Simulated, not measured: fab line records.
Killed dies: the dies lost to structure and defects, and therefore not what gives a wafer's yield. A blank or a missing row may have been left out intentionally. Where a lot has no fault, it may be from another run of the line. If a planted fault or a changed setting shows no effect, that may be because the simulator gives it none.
Which tool was responsible? -- flow berkeley cmos170 -- Sampling: 15 lots, 45 wafers, 6 of 331 route steps

WHAT THE GAUGES SHOWED, per wafer
UCB170_SACOX_THK_MEAS_02.
lot,measured,on,SACOX_OXIDE_THK (nm)
L314,day 6 02:01,film metro-03,15.29 15.19 15.29
L316,day 6 17:56,film metro-02,15.40 15.13 15.11
L318,day 7 08:54,film metro-03,15.48 15.52 15.24
L319,day 7 08:54,film metro-04,15.09 15.13 15.07
L322,day 7 08:55,film metro-02,15.21 14.94 15.15
L320,day 7 08:57,film metro-03,15.12 15.24 15.12
L321,day 7 08:58,film metro-04,14.77 14.93 15.11
L323,day 7 20:23,film metro-02,15.26 15.25 15.00
L324,day 7 20:23,film metro-03,15.49 15.31 15.26
L325,day 8 06:09,film metro-04,15.21 15.29 15.43
L329,day 8 19:28,film metro-03,15.07 15.12 15.07
L333,day 9 19:13,film metro-03,15.30 15.20 15.15
L332,day 9 19:14,film metro-04,15.09 15.01 14.95
L335,day 10 08:43,film metro-03,15.12 15.32 15.52
L337,day 10 20:05,film metro-02,14.69 14.65 14.66

UCB170_GATE_CD_MEAS_90: the cd target is 350 nm.
lot,measured,on,cd nm (nm)
L314,day 7 08:37,cd sem-02,352.0 351.0 351.8
L316,day 8 02:01,cd sem-02,350.3 348.4 350.1
L318,day 8 19:56,cd sem-02,352.4 353.6 353.4
L319,day 8 19:10,cd sem-01,347.4 350.6 350.2
L322,day 8 20:19,cd sem-02,353.2 352.5 353.0
L320,day 8 19:10,cd sem-02,349.6 349.6 349.8
L321,day 8 20:10,cd sem-02,351.5 350.0 350.0
L323,day 9 02:23,cd sem-01,349.2 349.7 348.3
L324,day 9 02:10,cd sem-01,351.7 350.1 352.2
L325,day 9 15:26,cd sem-01,352.4 351.8 351.2
L329,day 10 03:48,cd sem-01,351.7 350.8 350.6
L333,day 11 00:33,cd sem-01,351.4 350.2 352.1
L332,day 11 00:28,cd sem-02,349.4 348.5 349.1
L335,day 11 15:40,cd sem-02,350.7 350.8 351.5
L337,day 11 22:56,cd sem-01,348.9 350.2 349.8

UCB170_NLDD_TW_MEAS_11.
lot,measured,on,NLDD_TW
L314,day 7 12:48,film metro-01,2228 2228 2223
L316,day 8 05:44,film metro-01,2224 2220 2225
L318,day 9 01:05,film metro-01,2227 2231 2226
L319,day 9 00:44,film metro-03,2213 2219 2215
L322,day 9 01:51,film metro-02,2186 2188 2167
L320,day 9 01:00,film metro-03,2216 2224 2232
L321,day 9 01:34,film metro-01,2126 2126 2117 2129 2121 2119
L323,day 9 05:58,film metro-02,2188 2189 2189
L324,day 9 05:29,film metro-03,2108 2107 2102 2104 2104 2102
L325,day 9 19:50,film metro-02,2076 2083 2078 2077 2091 2092
L329,day 10 08:44,film metro-01,2234 2223 2223
L333,day 11 06:17,film metro-03,2239 2228 2239
L332,day 11 06:32,film metro-03,2227 2233 2245
L335,day 11 19:32,film metro-01,2215 2221 2234
L337,day 12 05:04,film metro-02,2192 2188 2190

UCB170_SDANNEAL_RS_MEAS_05: a four-point-probe measurement.
lot,measured,on,NLDD_RS (ohm/sq)
L314,day 8 02:08,film metro-01,614.6 614.9 616.6
L316,day 8 16:18,film metro-02,618.1 619.0 618.9
L318,day 9 13:21,film metro-03,614.4 615.4 616.9
L319,day 9 12:18,film metro-02,614.7 614.3 615.7
L322,day 9 13:46,film metro-01,615.7 616.9 618.0
L320,day 9 13:10,film metro-02,613.5 614.1 614.3
L321,day 9 13:45,film metro-02,698.0 695.1 696.9 698.0 696.7 695.0
L323,day 9 20:14,film metro-01,616.4 616.8 616.3
L324,day 9 20:28,film metro-02,697.0 697.7 698.5 699.2 696.1 698.9
L325,day 10 12:46,film metro-03,698.2 696.4 695.8 697.2 697.2 695.2
L329,day 11 00:30,film metro-01,613.7 614.0 613.6
L333,day 11 17:01,film metro-01,614.6 616.2 614.5
L332,day 11 16:51,film metro-02,614.7 615.9 615.7
L335,day 12 04:53,film metro-02,617.9 617.0 615.9
L337,day 12 15:37,film metro-02,614.6 615.4 613.9

WHAT TOOL EACH LOT RAN ON (gives the tool, then ch and the chambers of the sampled wafers, and finally the start)
lot,UCB170_NLDD_IMPLANT_09,UCB170_SPACER_CVD_00
L314,"implanter-04 ch 0, day 7 12:35","pecvd-03 ch 0,2, day 7 13:02"
L316,"implanter-01 ch 0, day 8 05:31","pecvd-03 ch 0,1, day 8 05:57"
L318,"implanter-01 ch 0, day 9 00:52","pecvd-03 ch 1,2, day 9 01:19"
L319,"implanter-01 ch 0, day 9 00:30","pecvd-04 ch 0,1,2, day 9 00:58"
L322,"implanter-04 ch 0, day 9 01:38","pecvd-03 ch 1,2, day 9 02:05"
L320,"implanter-04 ch 0, day 9 00:45","pecvd-01 ch 0,1, day 9 01:15"
L321,"implanter-01 ch 0, day 9 01:20","pecvd-01 ch 1,2, day 9 04:27"
L323,"implanter-04 ch 0, day 9 05:43","pecvd-03 ch 0,1,2, day 9 06:19"
L324,"implanter-01 ch 0, day 9 05:14","pecvd-01 ch 0,2, day 9 10:15"
L325,"implanter-01 ch 0, day 9 19:35","pecvd-04 ch 0,2, day 10 04:14"
L329,"implanter-02 ch 0, day 10 08:31","pecvd-03 ch 0,1,2, day 10 08:57"
L333,"implanter-04 ch 0, day 11 06:02","pecvd-03 ch 2, day 11 06:32"
L332,"implanter-02 ch 0, day 11 06:19","pecvd-04 ch 0,2, day 11 06:45"
L335,"implanter-02 ch 0, day 11 19:19","pecvd-04 ch 0,1, day 11 19:55"
L337,"implanter-04 ch 0, day 12 04:45","pecvd-01 ch 0,2, day 12 05:17"
- UCB170_NLDD_IMPLANT_09
- UCB170_SPACER_CVD_00: deposits SiO2 from TEOS/O2, target thk 376 nm, time 47 s.

AS READ BY THE TOOLS THEMSELVES (means over the sampled wafers that have a number; for cases with no such wafer, the mark the record gives instead)
UCB170_NLDD_IMPLANT_09.
lot,tool,beam on s (s),tilt deg (degrees)
L314,implanter-04,9.88,7.007
L316,implanter-01,10.12,6.994
L318,implanter-01,10.06,7.018
L319,implanter-01,10.26,7.013
L322,implanter-04,9.90,7.007
L320,implanter-04,9.99,7.019
L321,implanter-01,9.99,7.007
L323,implanter-04,10.14,6.998
L324,implanter-01,9.92,7.021
L325,implanter-01,10.03,6.970
L329,implanter-02,10.03,6.996
L333,implanter-04,10.14,7.017
L332,implanter-02,10.32,6.991
L335,implanter-02,9.88,6.984
L337,implanter-04,10.19,7.013

UCB170_SPACER_CVD_00.
lot,tool,heater power w (W),pressure mtorr (mTorr)
L314,pecvd-03,250,9016
L316,pecvd-03,280,8992
L318,pecvd-03,267,9006
L319,pecvd-04,260,8996
L322,pecvd-03,290,9008
L320,pecvd-01,295,9004
L321,pecvd-01,216,8984
L323,pecvd-03,272,9013
L324,pecvd-01,284,8999
L325,pecvd-04,258,9002
L329,pecvd-03,264,8997
L333,pecvd-03,275,9009
L332,pecvd-04,327,8995
L335,pecvd-04,278,9008
L337,pecvd-01,325,9003

THE ANSWER, worked out from the rows above alone
Rule: usual is defined by the lots themselves. Put in order of their means at a reading, lots are off if they are a third of the lots or fewer, leave a main group of 4 or more, and stand apart from it by a gap of 3 or more times the standard deviation of the main group's means; of several such gaps the widest counts. A main group is skipped when, at the precision printed for the reading in the tables above, its means are all equal. Also off: a lot with no number at a reading for which 4 or more lots have one. Any other lot the step has rows for is counted as sound. The gauges are gone through in route order, then the tools' own readings, and for those a lot's mean is taken as printed above. At the first step where some lot is off, the reading lying furthest off is the one used; lots without a number count as furthest.
Off: at UCB170_NLDD_TW_MEAS_11 (NLDD_TW), L321, L324, L325. The main group: mean 2216, standard deviation 18.
If a tool, at a process step before that reading, ran all the lots that are off and no sound lot after the first of them, it fits. Those tools and the gauges at UCB170_NLDD_TW_MEAS_11 are tried in the same way. One candidate fits, namely implanter-01 at UCB170_NLDD_IMPLANT_09. A fault onset in the window from L318 (day 9 00:52, its last sound lot) to L321 (day 9 01:20, its first lot off) fits.

WHAT THE SIMULATOR HAD INSERTED
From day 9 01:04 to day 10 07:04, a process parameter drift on implanter-01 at UCB170_NLDD_IMPLANT_09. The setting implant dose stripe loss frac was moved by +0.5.
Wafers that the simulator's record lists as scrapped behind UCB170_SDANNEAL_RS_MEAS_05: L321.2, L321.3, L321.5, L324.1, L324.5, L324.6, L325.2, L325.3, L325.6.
Shown lots that were struck: L321, L324, L325. The rule above found the same.
